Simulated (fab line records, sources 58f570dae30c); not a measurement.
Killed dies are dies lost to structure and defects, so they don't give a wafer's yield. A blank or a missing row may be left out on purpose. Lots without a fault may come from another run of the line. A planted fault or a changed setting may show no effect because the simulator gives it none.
Split-lot experiment | flow berkeley_cmos170 | 5 lots, 23 wafers read, on a route of 331 steps

THE SPLIT
At UCB170_NVT_COAT_01 (resist thk 900 nm), the setting resist_thk_nm was moved away from the recipe's 900 nm on 6 of the 23 wafers read, by -4.7% to -3.9%. The other wafers ran this setting at the recipe's value.

The reading is taken at the split's own step.

THE READING
KrF_of_NVT_COAT_01.thk_nm (the simulator's own value, which no gauge read), in nm, at UCB170_NVT_COAT_01 (resist thk 900 nm). The file gives no usual value for it. The 17 wafers here that ran the recipe average 902.1 nm, standard deviation 2 nm.

wafer  | tool, chamber at the split | resist_thk_nm as run, nm | against the recipe | KrF_of_NVT_COAT_01.thk_nm, nm | against lot-mates on the recipe
L077.1 | litho_track-04, 0          | 900                      | recipe             | 898                           | -
L077.3 | litho_track-04, 0          | 900                      | recipe             | 900.6                         | -
L077.6 | litho_track-04, 0          | 900                      | recipe             | 900                           | -
L078.1 | litho_track-02, 0          | 900                      | recipe             | 899.5                         | -
L078.2 | litho_track-02, 0          | 864.8                    | -3.9%              | 866.6                         | -34.4
L078.3 | litho_track-02, 0          | 864.8                    | -3.9%              | 866.2                         | -34.8
L078.5 | litho_track-02, 0          | 864.8                    | -3.9%              | 865                           | -36.0
L078.6 | litho_track-02, 0          | 900                      | recipe             | 902.4                         | -
L079.1 | litho_track-03, 0          | 900                      | recipe             | 903.3                         | -
L079.4 | litho_track-03, 0          | 900                      | recipe             | 903.3                         | -
L079.2 | litho_track-03, 0          | 900                      | recipe             | 902.4                         | -
L079.3 | litho_track-03, 0          | 900                      | recipe             | 901.7                         | -
L079.6 | litho_track-03, 0          | 900                      | recipe             | 902.8                         | -
L081.1 | litho_track-03, 0          | 900                      | recipe             | 904.1                         | -
L081.3 | litho_track-03, 0          | 900                      | recipe             | 900.5                         | -
L081.4 | litho_track-03, 0          | 857.4                    | -4.7%              | 860.3                         | -42.0
L081.5 | litho_track-03, 0          | 857.4                    | -4.7%              | 857.9                         | -44.4
L081.6 | litho_track-03, 0          | 857.4                    | -4.7%              | 858.6                         | -43.7
L083.1 | litho_track-04, 0          | 900                      | recipe             | 904.6                         | -
L083.3 | litho_track-04, 0          | 900                      | recipe             | 901.7                         | -
L083.4 | litho_track-04, 0          | 900                      | recipe             | 901.1                         | -
L083.5 | litho_track-04, 0          | 900                      | recipe             | 905                           | -
L083.6 | litho_track-04, 0          | 900                      | recipe             | 905                           | -

THE FIT
A straight line over all 23 wafers: KrF_of_NVT_COAT_01.thk_nm changes by +9.17 nm for each +1% of resist_thk_nm; r = +1.00; the points scatter about the line by 1.8 nm.
The same after taking each lot's own level away (the mean of its wafers on the recipe; 23 wafers): +9.08 nm for each +1%; r = +1.00; scatter 1.3 nm.
On that fit, the largest move of resist_thk_nm shifts the reading by 43 nm.
The lots' own levels span 899.53 to 903.48 nm, that is 2.0 times the standard deviation above.
So the lot-to-lot level changes the slope little: the two slopes agree.
Check: with one of the wafers moved furthest among these (-4.7%) left out of the fit, the line predicts -43.2 nm for it against its lot-mates. It came out at -42 nm against them.

OTHER SPLITS ON THESE WAFERS
These wafers also went through other splits before the reading. Each is held against what the fit with the lots' levels taken away leaves over:
other split on the same wafers      | wafers away from the commonest value | r with KrF_of_NVT_COAT_01.thk_nm (lot level and that fit taken away)
UCB170_NWELL_CVD_04 pressure_mtorr  | 18                                   | +0.02
UCB170_NWELL_DEVELOP_11 dev_temp_c  | 10                                   | -0.28
UCB170_PWELL_CVD_05 pressure_mtorr  | 18                                   | -0.12
UCB170_PWELL_IMPLANT_15 energy_kev  | 11                                   | +0.00
UCB170_ACTIVE_COAT_08 resist_thk_nm | 8                                    | -0.13
UCB170_ACTIVE_ETCH_15 rf_w          | 5                                    | +0.15
UCB170_PFIELD_IMPLANT_07 energy_kev | 4                                    | +0.17

THE WHOLE CHAIN: every reading that the file lists as answering this split, in the file's order
step                | what it does      | reading                                                                    | change (the file's fit)              | r (the file's)
UCB170_NVT_COAT_01  | resist thk 900 nm | KrF_of_NVT_COAT_01.thk_nm (the simulator's own value, which no gauge read) | +9.08 nm for each +1% of the setting | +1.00
UCB170_NVT_STRIP_08 | strips in O2      | strip_time_to_endpoint_s                                                   | withheld for each +1% of the setting | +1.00

THE FILE'S OWN FIT
KrF_of_NVT_COAT_01.thk_nm changes by +9.08 nm for each +1% of resist_thk_nm, r = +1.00.
